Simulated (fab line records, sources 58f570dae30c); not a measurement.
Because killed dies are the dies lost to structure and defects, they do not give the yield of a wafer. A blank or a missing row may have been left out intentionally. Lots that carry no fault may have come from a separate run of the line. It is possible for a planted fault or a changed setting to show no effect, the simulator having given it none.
2 desks, one fault | flow berkeley-cmos170 | each desk holds nothing but its own numbers, with what lay behind them at the end

== DESK OF THE TOOL OWNER: implanter-02 ==
The tool's own readings at UCB170_NWELL_IMPLANT_14: means of the sampled wafers that have a number, for each lot that ran on this tool. A lot is out of limits, marked OUT, if its mean lies more than 4 standard deviations from the usual mean; the brackets give that distance.
Columns: A = dose-ions-cm2 at UCB170_NWELL_IMPLANT_14, usual 1.0002e+13; B = faraday-current-uA at UCB170_NWELL_IMPLANT_14, usual 31.7
lot  | first seen here | A                    | B
L396 | day 3 11:44     | 1.0003e+13           | 31.8
L399 | day 4 04:04     | 9.9977e+12           | 32.2
L400 | day 4 04:20     | 1.0000e+13           | 31.8
L401 | day 4 11:05     | 9.9953e+12           | 32.1
L402 | day 4 11:34     | 1.0016e+13           | 31.1
L404 | day 5 02:00     | 9.9977e+12           | 31.4
L410 | day 6 04:52     | 9.1993e+12 (-80) OUT | 29.7
L413 | day 6 19:40     | 9.1963e+12 (-81) OUT | 29.3
This desk finds L410, L413 out of limits, L410 being first, at day 6 04:52 (dose-ions-cm2 at UCB170_NWELL_IMPLANT_14). Within limits: L396, L399, L400, L401, L402, L404.

== FROM THE METROLOGY DESK ==
What the gauges read, lot by lot, whatever tool the lot ran on: means of the sampled wafers that have a number. A lot is out of limits, marked OUT, if its mean lies more than 4 standard deviations from the usual mean; the brackets give that distance.
Columns: A = NWELL_TW at UCB170_NWELL_TW_MEAS_16, usual 1258; B = SILICIDE_TI_THK at UCB170_SILICIDE_THK_MEAS_03, usual 30.2 nm; C = M2_OVL at UCB170_M2_OVL_MEAS_16, usual -2 nm; D = M3_AL_RS at UCB170_M3_RS_MEAS_02, usual 0.03215 ohm/sq
lot  | first seen here | A               | B    | C   | D
L395 | day 3 02:22     | 1259            | 29.8 | -1  | 0.03199
L396 | day 3 11:59     | 1251            | 29.7 | -2  | 0.03233
L397 | day 3 12:23     | 1260            | 30.0 | 1   | 0.03181
L399 | day 4 04:19     | 1248            | 30.2 | 1   | 0.03194
L400 | day 4 04:35     | 1271            | 30.4 | -9  | 0.03220
L401 | day 4 11:19     | 1247            | 29.9 | 3   | 0.03198
L402 | day 4 11:47     | 1247            | 30.2 | -2  | 0.03228
L403 | day 5 02:13     | 1258            | 30.4 | -3  | 0.03201
L404 | day 5 02:15     | 1252            | 30.4 | -3  | 0.03210
L405 | day 5 02:25     | 1258            | 30.9 | -3  | 0.03211
L409 | day 6 04:21     | 1259            | 30.5 | -8  | 0.03230
L411 | day 6 04:55     | 1260            | 30.7 | -6  | 0.03224
L410 | day 6 05:05     | 1227 (-4.8) OUT | 30.2 | 0   | 0.03191
L413 | day 6 19:55     | 1226 (-4.9) OUT | 30.4 | -10 | 0.03210
Per this desk, out of limits: L410, L413; the first was L410, day 6 05:05 (NWELL_TW at UCB170_NWELL_TW_MEAS_16). Within limits: L395, L396, L397, L399, L400, L401, L402, L403, L404, L405, L409, L411.

== BROUGHT TOGETHER ==
On L410, L413, at day 6 04:52, an alarm was possible from the tool owner's desk.
Metrology desk: alarm possible at day 6 05:05 on L410, L413.
All the named lots went through UCB170_NWELL_IMPLANT_14 on implanter-02.

== WHAT WAS PUT IN BY THE SIMULATOR ==
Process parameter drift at UCB170_NWELL_IMPLANT_14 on implanter-02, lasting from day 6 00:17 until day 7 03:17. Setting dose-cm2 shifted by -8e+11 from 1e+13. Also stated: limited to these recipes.
Struck lots among those shown: L410, L413.
Fault start to first reading out of limits, in hours, per desk: tool owner, 5; metrology, 5.
